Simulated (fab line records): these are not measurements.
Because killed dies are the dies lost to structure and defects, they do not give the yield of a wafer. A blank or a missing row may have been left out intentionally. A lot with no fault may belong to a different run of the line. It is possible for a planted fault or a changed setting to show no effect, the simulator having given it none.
A lot that was struck, set against a sound lot | flow rit-cmos | 27 steps out of a route of 202
Sound: these wafers, L526.1, L526.2, L526.4. Struck: wafers L537.3, L537.6. (L537.1 of the same lot was not struck and is left out.) The cause comes at the end.
Order at every step that has rows: each side's tool, ch and its chambers, its first start. Under that, the readings that differ: sound wafers | struck wafers | difference of the means | sigmas: that difference in standard deviations of wafers without a fault.
alike: readings with means less than 2 such deviations apart, plus words and numbers identical on both sides. not compared: withheld readings, readings lacking a value on some wafer, bounds such as >300 that could conceal the same value, and numbers that have no deviation in the record and whose values overlap.
Wherever a step has rows on one side only, a row that says differs or no value, or a row with sigmas, the two part there. Numbers that have no deviation but don't overlap get no sigmas and don't part them. A reading missing from all wafers of one side parts the sides only when that side holds two or more wafers.

first, 4 steps without rows for these wafers: RIT_CONTACT_SOFTBAKE_04 (time 60 s); RIT_CONTACT_EXPOSE_05 (exposes mask M11, target cd 1000 nm); RIT_CONTACT_PEB_06; RIT_CONTACT_DEVELOP_07 (develop time 120 s).
RIT_CONTACT_CD_MEAS_08: target cd 1000 nm.
  struck on cd-sem-02, day 6 06:29; sound on cd-sem-01, day 3 14:43
  reading    | sound                | struck      | difference | sigmas
  cd-nm (nm) | 1002.9 1002.8 1005.3 | 978.7 977.5 | -25.6      | -13
RIT_CONTACT_OVL_MEAS_09:
  struck on overlay-02, day 6 06:37; sound on overlay-01, day 3 14:50
  alike: CONTACT_OVL
then, 1 step without rows for these wafers: RIT_CONTACT_HARDBAKE_10 (time 60 s).
RIT_CONTACT_ETCH_11: etches SiO2 in CHF3/CF4/Ar, stops on TiSi2, target depth 480 nm, time 320 s.
  sound on rie-diel-04 ch 0,1,3, day 3 15:02; struck on rie-diel-04 ch 2,3, day 6 06:47
  alike: chamber-pressure-mTorr, drypump-motor-current-A, oes-product-au, throttle-valve-pct
  not compared: rf-hours-counter-h
RIT_CONTACT_STRIP_12: strips in O2, time 180 s.
  sound on plasma-asher-01 ch 0,1, day 3 15:13; struck on plasma-asher-03 ch 0,1, day 6 06:59
  alike: chamber-pressure-mTorr, drypump-motor-current-A
  not compared: rf-hours-counter-h
RIT_CONTACT_CD_MEAS_90: target cd 1000 nm.
  struck on cd-sem-01, day 6 07:10; sound on cd-sem-02, day 3 15:24
  reading    | sound                | struck      | difference | sigmas
  cd-nm (nm) | 1002.7 1002.5 1004.8 | 979.0 976.9 | -25.4      | -13
then, 2 steps without rows for these wafers: RIT_CONTACT_CLEAN_13 (cleans in SC1, time 600 s); RIT_CONTACT_CLEAN_14 (cleans in SC2, time 600 s).
RIT_M1_SPUTTER_00: material Al, target thk 400 nm, time 500 s.
  struck on pvd-sputter-03, day 6 07:40; sound on pvd-sputter-02, day 3 15:53
  reading                               | sound             | struck      | difference | sigmas
  model.Al_of_M1_SPUTTER_00.thk-nm (nm) | 402.7 394.9 400.1 | 516.2 513.8 | +115.8     |
  alike: substrate-temp-c, throttle-valve-pct
RIT_M1_RS_MEAS_01: measures by four-point-probe.
  struck on film-metro-02, day 6 07:58; sound on film-metro-02, day 3 16:11
  reading           | sound                | struck        | difference | sigmas
  M1_AL_RS (ohm/sq) | 0.0729 0.0745 0.0734 | 0.0567 0.0568 | -0.0168    | -26
RIT_M1_THK_MEAS_02: measures by xrf.
  struck on film-metro-02, day 6 08:05; sound on film-metro-02, day 3 16:18
  reading        | sound       | struck  | difference | sigmas
  M1_AL_THK (nm) | 397 388 396 | 508 506 | +113       | +30
then, 6 steps without rows for these wafers: RIT_M1_HMDS_03 (prime time 60 s); RIT_M1_COAT_04 (resist thk 1300 nm); RIT_M1_SOFTBAKE_05 (time 60 s); RIT_M1_EXPOSE_06 (exposes mask M12, target cd 2600 nm); RIT_M1_PEB_07; RIT_M1_DEVELOP_08 (develop time 68 s).
RIT_M1_CD_MEAS_09: target cd 2600 nm.
  struck on cd-sem-02, day 6 09:01; sound on cd-sem-01, day 3 17:19
  reading    | sound                | struck        | difference | sigmas
  cd-nm (nm) | 2597.8 2599.3 2598.2 | 2602.5 2603.6 | +4.6       | +2
RIT_M1_OVL_MEAS_10:
  struck on overlay-02, day 6 09:08; sound on overlay-01, day 3 17:26
  alike: M1_OVL
then, 1 step without rows for these wafers: RIT_M1_HARDBAKE_11 (time 120 s).
RIT_M1_METAL_ETCH_12: etches Al in Cl2/BCl3, stops on SiO2, time 165 s, target depth 600 nm.
  sound on rie-metal-01 ch 0,1, day 3 17:43; struck on rie-metal-04 ch 0, day 6 09:26
  reading               | sound             | struck      | difference | sigmas
  oes-product-au (a.u.) | 0.768 0.762 0.761 | 0.903 0.915 | +0.145     | +11
  alike: chamber-pressure-mTorr, drypump-motor-current-A, throttle-valve-pct
  not compared: rf-hours-counter-h
then, 1 step without rows for these wafers: RIT_M1_STRIP_13 (strips in nmp, time 600 s).
RIT_M1_PROBE_99:
  struck on prober-01, day 6 11:47; sound on prober-01, day 3 19:58
  reading                                        | sound                   | struck          | difference | sigmas
  model.etest.contact-to-gate.bv-right-v (V)     | 89.11 91.75 91.25       | 93.72 97.45     | +4.88      |
  model.etest.contact-to-gate.bv-left-v (V)      | 89.59 89.86 87.8        | 95.22 96.25     | +6.65      |
  model.etest.m1-comb-over-steps.leak-log10-a-um | -12.74 -13.01 -12.72    | -11.48 -11.89   | +1.14      |
  model.etest.m1.rs-ohm-sq                       | 0.07172 0.07349 0.07285 | 0.05594 0.05614 | -0.01665   |
  alike: defect-limited-yield, killed-at-contacts, killed-at-front-end, killed-dies, killed-open, killed-short
  not compared: model.etest.antenna-m1.vt-shift-v

## WHERE THEY PART
First at RIT_CONTACT_CD_MEAS_08; last, within this record, at RIT_M1_METAL_ETCH_12. Later steps at which nothing parts them and some readings are alike: RIT_M1_PROBE_99.

WHY: the cause the simulator had injected
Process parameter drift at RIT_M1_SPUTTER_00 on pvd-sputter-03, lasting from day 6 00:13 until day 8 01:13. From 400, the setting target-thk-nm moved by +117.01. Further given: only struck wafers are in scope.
